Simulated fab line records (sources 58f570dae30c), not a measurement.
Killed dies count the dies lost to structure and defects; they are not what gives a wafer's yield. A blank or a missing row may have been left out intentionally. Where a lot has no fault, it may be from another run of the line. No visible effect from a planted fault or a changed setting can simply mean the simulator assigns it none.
Commonality check across tools | flow berkeley-cmos170 | Sample size 14 lots and 42 wafers

REASON IT WAS OPENED
At UCB170_PSD_CD_MEAS_06 the reading cd-nm is flagged on 2 of 14 lots. Fault-free wafers read 1199.8 nm, with a standard deviation of 1.3.
Rule: a lot gets a flag if all its wafers with a number sit over 4 standard deviations from that mean, or if no wafer of it has a number. All remaining lots are regarded as sound.

lot  | measured     | on        | cd-nm (nm), wafer by wafer | flag
L189 | day 7 17:58  | cd-sem-01 | 1200.7 1199.8 1200.3       |
L190 | day 8 02:15  | cd-sem-02 | 1200.6 1200.9 1201.1       |
L192 | day 8 02:31  | cd-sem-02 | 1199.1 1199.1 1198.8       |
L194 | day 8 08:44  | cd-sem-02 | 1199.6 1201.3 1200.7       |
L193 | day 8 09:03  | cd-sem-01 | 1200.8 1201.1 1201.7       |
L196 | day 8 22:08  | cd-sem-01 | 1212.2 1211.9 1211.6       | FLAGGED
L199 | day 9 14:10  | cd-sem-02 | 1197.7 1197.4 1198.0       |
L200 | day 9 15:26  | cd-sem-01 | 1213.1 1212.3 1213.1       | FLAGGED
L202 | day 10 11:59 | cd-sem-01 | 1201.0 1199.0 1199.2       |
L207 | day 11 03:13 | cd-sem-01 | 1200.9 1199.5 1200.9       |
L208 | day 11 15:19 | cd-sem-01 | 1199.8 1198.3 1199.3       |
L212 | day 12 14:58 | cd-sem-01 | 1198.2 1199.4 1198.3       |
L210 | day 12 15:16 | cd-sem-02 | 1198.6 1198.9 1200.0       |
L211 | day 12 15:50 | cd-sem-02 | 1199.3 1201.5 1199.9       |
On average the flagged lots' numbers are 1212.4 nm, which is +12.6 nm against the usual, or +10 standard deviations.

TOOL THAT RAN EACH LOT
The record holds 1 process step before the reading, out of a route of 331 steps. Read each cell as the tool, then ch plus the chambers that the sampled wafers visited, then the start.
lot  | flag    | UCB170_PSD_PEB_04
L189 |         | litho-track-03 ch 0, day 7 17:41
L190 |         | litho-track-02 ch 0, day 8 01:59
L192 |         | litho-track-02 ch 0, day 8 02:14
L194 |         | litho-track-03 ch 0, day 8 08:28
L193 |         | litho-track-03 ch 0, day 8 08:47
L196 | FLAGGED | litho-track-03 ch 0, day 8 21:52
L199 |         | litho-track-02 ch 0, day 9 13:53
L200 | FLAGGED | litho-track-03 ch 0, day 9 15:07
L202 |         | litho-track-02 ch 0, day 10 11:43
L207 |         | litho-track-01 ch 0, day 11 02:57
L208 |         | litho-track-01 ch 0, day 11 15:03
L212 |         | litho-track-03 ch 0, day 12 14:41
L210 |         | litho-track-03 ch 0, day 12 14:59
L211 |         | litho-track-03 ch 0, day 12 15:34
What these steps do:
- UCB170_PSD_PEB_04
- UCB170_PSD_CD_MEAS_06: target cd 1200 nm.

FLAGGED AGAINST TOTAL, ONE TOOL AT A TIME (gauges that did the reading follow at the end)
step                  | tool           | lots run | flagged | share of the flagged lots | sound lots run after its first flagged lot
UCB170_PSD_PEB_04     | litho-track-01 | 2        | 0       | none                      | -
UCB170_PSD_PEB_04     | litho-track-02 | 4        | 0       | none                      | -
UCB170_PSD_PEB_04     | litho-track-03 | 8        | 2       | all                       | 3 (L212,L210,L211)
UCB170_PSD_CD_MEAS_06 | cd-sem-01      | 8        | 2       | all                       | 4 (L202,L207,L208,L212)
UCB170_PSD_CD_MEAS_06 | cd-sem-02      | 6        | 0       | none                      | -

THE TABLE: WHAT IT ALLOWS
Rows of the table that ran all the flagged lots, 2 in number: litho-track-03 at UCB170_PSD_PEB_04; cd-sem-01 at UCB170_PSD_CD_MEAS_06.
- litho-track-03 at UCB170_PSD_PEB_04: 2 of its 8 lots flagged. Lots that were sound ran on it after the first flagged one (L212, L210, L211); a persistent fault on the entire tool would not allow that.
- cd-sem-01 at UCB170_PSD_CD_MEAS_06: 2 of its 8 lots flagged. Lots that were sound ran on it after the first flagged one (L202, L207, L208, L212); a persistent fault on the entire tool would not allow that.
Not one row of the table ran every flagged lot while running no sound lot after the first.

WHAT HAD BEEN PUT IN BY THE SIMULATOR
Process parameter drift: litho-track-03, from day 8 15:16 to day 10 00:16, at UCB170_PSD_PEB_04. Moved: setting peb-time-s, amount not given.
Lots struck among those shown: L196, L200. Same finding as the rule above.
